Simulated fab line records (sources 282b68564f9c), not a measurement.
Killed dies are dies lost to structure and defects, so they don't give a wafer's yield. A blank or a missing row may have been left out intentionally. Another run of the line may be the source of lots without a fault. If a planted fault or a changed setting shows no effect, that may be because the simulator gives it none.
Which of the tools did it? ; flow rit_cmos ; 42 wafers from 14 lots sampled at 2 of the route's 202 steps

WHAT EACH GAUGE READ, for each wafer
RIT_ACTIVE_CD_MEAS_90 targets a cd of 1400 nm.
lot;measured;on;cd_nm (nm)
L101;day 1 15:07;cd_sem-01;1398.4 1397.7 1396.8
L102;day 1 20:25;cd_sem-01;1399.2 1399.4 1399.8
L103;day 2 01:05;cd_sem-02;1399.4 1397.7 1399.5
L104;day 2 06:02;cd_sem-01;1400.1 1401.1 1399.2
L105;day 2 11:32;cd_sem-02;- - -
L106;day 2 16:44;cd_sem-01;- - -
L108;day 3 02:11;cd_sem-01;1400.5 1400.1 1401.1
L111;day 3 17:08;cd_sem-01;1403.9 1403.1 1406.8
L116;day 4 18:10;cd_sem-02;1398.4 1399.5 1400.4
L117;day 4 23:05;cd_sem-02;1404.1 1401.1 1401.4
L118;day 5 04:25;cd_sem-01;1402.1 1401.6 1401.8
L119;day 5 09:45;cd_sem-01;1397.6 1398.2 1400.1
L120;day 5 14:08;cd_sem-01;1398.9 1398.7 1401.4
L123;day 6 05:14;cd_sem-02;1395.1 1397.9 1399.7

TOOL THAT RAN EACH LOT (tool first, then ch and the chambers of the sampled wafers, then the start)
lot;RIT_ACTIVE_CVD_03
L101;lpcvd-02 ch 1, day 1 12:11
L102;lpcvd-02 ch 1, day 1 17:20
L103;lpcvd-01 ch 0, day 1 22:10
L104;lpcvd-01 ch 1, day 2 03:07
L105;lpcvd-01 ch 1, day 2 08:30
L106;lpcvd-02 ch 0, day 2 13:07
L108;lpcvd-02 ch 0, day 2 23:07
L111;lpcvd-02 ch 1, day 3 14:07
L116;lpcvd-02 ch 1, day 4 15:07
L117;lpcvd-02 ch 0, day 4 20:07
L118;lpcvd-01 ch 0, day 5 01:07
L119;lpcvd-02 ch 0, day 5 06:07
L120;lpcvd-01 ch 0, day 5 11:07
L123;lpcvd-02 ch 1, day 6 02:07
- RIT_ACTIVE_CVD_03: deposits Si3N4 from SiH2Cl2/NH3, target thk 150 nm, time 1500 s.

AS READ BY THE TOOLS THEMSELVES (means over the sampled wafers that have a number; for cases with no such wafer, the mark the record gives instead)
RIT_ACTIVE_CVD_03.
lot;tool;nh3_flow_sccm (sccm);pressure_mtorr (mTorr);spike_tc_centre_C (C);spike_tc_load_C (C)
L101;lpcvd-02;149.6;301.0;811.2;835.0
L102;lpcvd-02;150.3;300.3;812.6;835.4
L103;lpcvd-01;150.2;300.3;812.7;835.3
L104;lpcvd-01;150.2;298.9;811.4;830.4
L105;lpcvd-01;-;-;-;-
L106;lpcvd-02;-;-;-;-
L108;lpcvd-02;150.4;300.8;814.4;835.0
L111;lpcvd-02;149.2;300.3;812.3;835.5
L116;lpcvd-02;149.7;299.3;813.2;834.9
L117;lpcvd-02;149.5;300.3;815.3;835.7
L118;lpcvd-01;149.6;300.5;813.5;835.1
L119;lpcvd-02;150.4;300.1;814.3;834.8
L120;lpcvd-01;150.2;299.7;811.7;835.2
L123;lpcvd-02;149.3;300.5;812.6;834.9

THE ANSWER, worked out from the rows above alone
Rule: what is usual is taken from the lots themselves. Put in order of their means at a reading, lots are off if they are a third of the lots or fewer, leave a main group of 4 or more, and stand apart from it by a gap of 3 or more times the standard deviation of the main group's means; of several such gaps the widest counts. Not used: any main group whose means are identical at the precision the tables above print for the reading. A lot without any number at a reading at which 4 lots or more have one is off too. Where the step has rows for the other lots, those lots are counted as sound. Order of review: gauges by route order, followed by the tools' own readings, for which a lot's mean as printed above is used. At the first step where some lot is off, the reading lying furthest off is the one used; lots without a number count as furthest.
Off: L105, L106, at RIT_ACTIVE_CD_MEAS_90 (cd_nm). Without a number there: L105, L106. The main group has a mean of 1400.0 nm with a standard deviation of 1.9.
If a tool, at a process step before that reading, ran all the lots that are off and no sound lot after the first of them, it fits. The gauges at RIT_ACTIVE_CD_MEAS_90 aren't tried: what is off there is off at RIT_ACTIVE_CVD_03 too, on other tools, and a gauge's error can't cause that. Of those tried, none fits.

WHAT THE SIMULATOR HAD INSERTED
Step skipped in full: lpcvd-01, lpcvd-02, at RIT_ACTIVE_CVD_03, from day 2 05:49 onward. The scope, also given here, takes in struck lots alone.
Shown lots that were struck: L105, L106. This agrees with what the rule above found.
